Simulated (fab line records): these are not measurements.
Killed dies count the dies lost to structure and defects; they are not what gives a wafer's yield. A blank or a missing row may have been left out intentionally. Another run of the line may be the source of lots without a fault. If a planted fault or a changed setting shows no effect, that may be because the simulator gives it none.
Split-lot study || flow rit-cmos || route with 202 steps; 5 lots, 23 wafers read

SPLIT DETAILS
At RIT_ACTIVE_OXIDATION_01 (target thk 46.8 nm, ox time 3360 s), the setting ox-time-s was moved away from the recipe's 3360 s on 20 of the 23 wafers read, by -10.1% to +14.5%. The other wafers ran this setting at the recipe's value.

The file shows no step between the split and the reading.

THE READING
Values of ACTIVE_OXIDE_THK in nm from RIT_ACTIVE_THK_MEAS_02. On this fab line, fault-free wafers typically give 46.9 nm with a standard deviation of 0.74 nm.

{"wafer": "L075.2", "tool, chamber at the split": "furnace-01, 0", "ox-time-s as run, s": 3360, "against the recipe": "recipe", "ACTIVE_OXIDE_THK, nm": 48.2, "against lot-mates on the recipe": "-"}
{"wafer": "L075.5", "tool, chamber at the split": "furnace-01, 0", "ox-time-s as run, s": 3360, "against the recipe": "recipe", "ACTIVE_OXIDE_THK, nm": 48.4, "against lot-mates on the recipe": "-"}
{"wafer": "L075.6", "tool, chamber at the split": "furnace-01, 0", "ox-time-s as run, s": 3360, "against the recipe": "recipe", "ACTIVE_OXIDE_THK, nm": 48.4, "against lot-mates on the recipe": "-"}
{"wafer": "L076.1", "tool, chamber at the split": "-, -", "ox-time-s as run, s": 3592, "against the recipe": "+6.9%", "ACTIVE_OXIDE_THK, nm": 48.8, "against lot-mates on the recipe": "no lot-mate on the recipe"}
{"wafer": "L076.2", "tool, chamber at the split": "-, -", "ox-time-s as run, s": 3592, "against the recipe": "+6.9%", "ACTIVE_OXIDE_THK, nm": 48.8, "against lot-mates on the recipe": "no lot-mate on the recipe"}
{"wafer": "L076.3", "tool, chamber at the split": "-, -", "ox-time-s as run, s": 3592, "against the recipe": "+6.9%", "ACTIVE_OXIDE_THK, nm": 48.7, "against lot-mates on the recipe": "no lot-mate on the recipe"}
{"wafer": "L076.5", "tool, chamber at the split": "-, -", "ox-time-s as run, s": 3592, "against the recipe": "+6.9%", "ACTIVE_OXIDE_THK, nm": 49.2, "against lot-mates on the recipe": "no lot-mate on the recipe"}
{"wafer": "L076.6", "tool, chamber at the split": "-, -", "ox-time-s as run, s": 3592, "against the recipe": "+6.9%", "ACTIVE_OXIDE_THK, nm": 49.2, "against lot-mates on the recipe": "no lot-mate on the recipe"}
{"wafer": "L080.2", "tool, chamber at the split": "-, -", "ox-time-s as run, s": 3080, "against the recipe": "-8.3%", "ACTIVE_OXIDE_THK, nm": 44.2, "against lot-mates on the recipe": "no lot-mate on the recipe"}
{"wafer": "L080.3", "tool, chamber at the split": "-, -", "ox-time-s as run, s": 3080, "against the recipe": "-8.3%", "ACTIVE_OXIDE_THK, nm": 43.7, "against lot-mates on the recipe": "no lot-mate on the recipe"}
{"wafer": "L080.4", "tool, chamber at the split": "-, -", "ox-time-s as run, s": 3080, "against the recipe": "-8.3%", "ACTIVE_OXIDE_THK, nm": 44.7, "against lot-mates on the recipe": "no lot-mate on the recipe"}
{"wafer": "L080.5", "tool, chamber at the split": "-, -", "ox-time-s as run, s": 3080, "against the recipe": "-8.3%", "ACTIVE_OXIDE_THK, nm": 44.1, "against lot-mates on the recipe": "no lot-mate on the recipe"}
{"wafer": "L080.6", "tool, chamber at the split": "-, -", "ox-time-s as run, s": 3080, "against the recipe": "-8.3%", "ACTIVE_OXIDE_THK, nm": 44.4, "against lot-mates on the recipe": "no lot-mate on the recipe"}
{"wafer": "L082.1", "tool, chamber at the split": "-, -", "ox-time-s as run, s": 3847, "against the recipe": "+14.5%", "ACTIVE_OXIDE_THK, nm": 50.6, "against lot-mates on the recipe": "no lot-mate on the recipe"}
{"wafer": "L082.2", "tool, chamber at the split": "-, -", "ox-time-s as run, s": 3847, "against the recipe": "+14.5%", "ACTIVE_OXIDE_THK, nm": 51.0, "against lot-mates on the recipe": "no lot-mate on the recipe"}
{"wafer": "L082.3", "tool, chamber at the split": "-, -", "ox-time-s as run, s": 3847, "against the recipe": "+14.5%", "ACTIVE_OXIDE_THK, nm": 50.5, "against lot-mates on the recipe": "no lot-mate on the recipe"}
{"wafer": "L082.4", "tool, chamber at the split": "-, -", "ox-time-s as run, s": 3847, "against the recipe": "+14.5%", "ACTIVE_OXIDE_THK, nm": 51.3, "against lot-mates on the recipe": "no lot-mate on the recipe"}
{"wafer": "L082.5", "tool, chamber at the split": "-, -", "ox-time-s as run, s": 3847, "against the recipe": "+14.5%", "ACTIVE_OXIDE_THK, nm": 51.2, "against lot-mates on the recipe": "no lot-mate on the recipe"}
{"wafer": "L083.1", "tool, chamber at the split": "-, -", "ox-time-s as run, s": 3022, "against the recipe": "-10.1%", "ACTIVE_OXIDE_THK, nm": 44.1, "against lot-mates on the recipe": "no lot-mate on the recipe"}
{"wafer": "L083.2", "tool, chamber at the split": "-, -", "ox-time-s as run, s": 3022, "against the recipe": "-10.1%", "ACTIVE_OXIDE_THK, nm": 43.6, "against lot-mates on the recipe": "no lot-mate on the recipe"}
{"wafer": "L083.3", "tool, chamber at the split": "-, -", "ox-time-s as run, s": 3022, "against the recipe": "-10.1%", "ACTIVE_OXIDE_THK, nm": 44.1, "against lot-mates on the recipe": "no lot-mate on the recipe"}
{"wafer": "L083.4", "tool, chamber at the split": "-, -", "ox-time-s as run, s": 3022, "against the recipe": "-10.1%", "ACTIVE_OXIDE_THK, nm": 43.3, "against lot-mates on the recipe": "no lot-mate on the recipe"}
{"wafer": "L083.5", "tool, chamber at the split": "-, -", "ox-time-s as run, s": 3022, "against the recipe": "-10.1%", "ACTIVE_OXIDE_THK, nm": 43.8, "against lot-mates on the recipe": "no lot-mate on the recipe"}

FIT RESULTS
A straight line over all 23 wafers: ACTIVE_OXIDE_THK changes by +0.294 nm for each +1% of ox-time-s; r = +0.98; the points scatter about the line by 0.64 nm.
Too few moved wafers have a lot-mate on the recipe to fit a line with each lot's own level taken away.

THE WHOLE CHAIN: every reading that the file lists as answering this split, in the file's order
{"step": "RIT_ACTIVE_OXIDATION_01", "what it does": "target thk 46.8 nm, ox time 3360 s", "reading": "SiO2_of_ACTIVE_OXIDATION_01.thk-nm (the simulator's own value, which no gauge read)", "change (the file's fit)": "+0.295 nm for each +1% of the setting", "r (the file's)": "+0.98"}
{"step": "RIT_ACTIVE_THK_MEAS_02", "what it does": "", "reading": "ACTIVE_OXIDE_THK", "change (the file's fit)": "+0.294 for each +1% of the setting", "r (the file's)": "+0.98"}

THE FILE'S OWN FIT
ACTIVE_OXIDE_THK changes by +0.294 nm for each +1% of ox-time-s, r = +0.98.
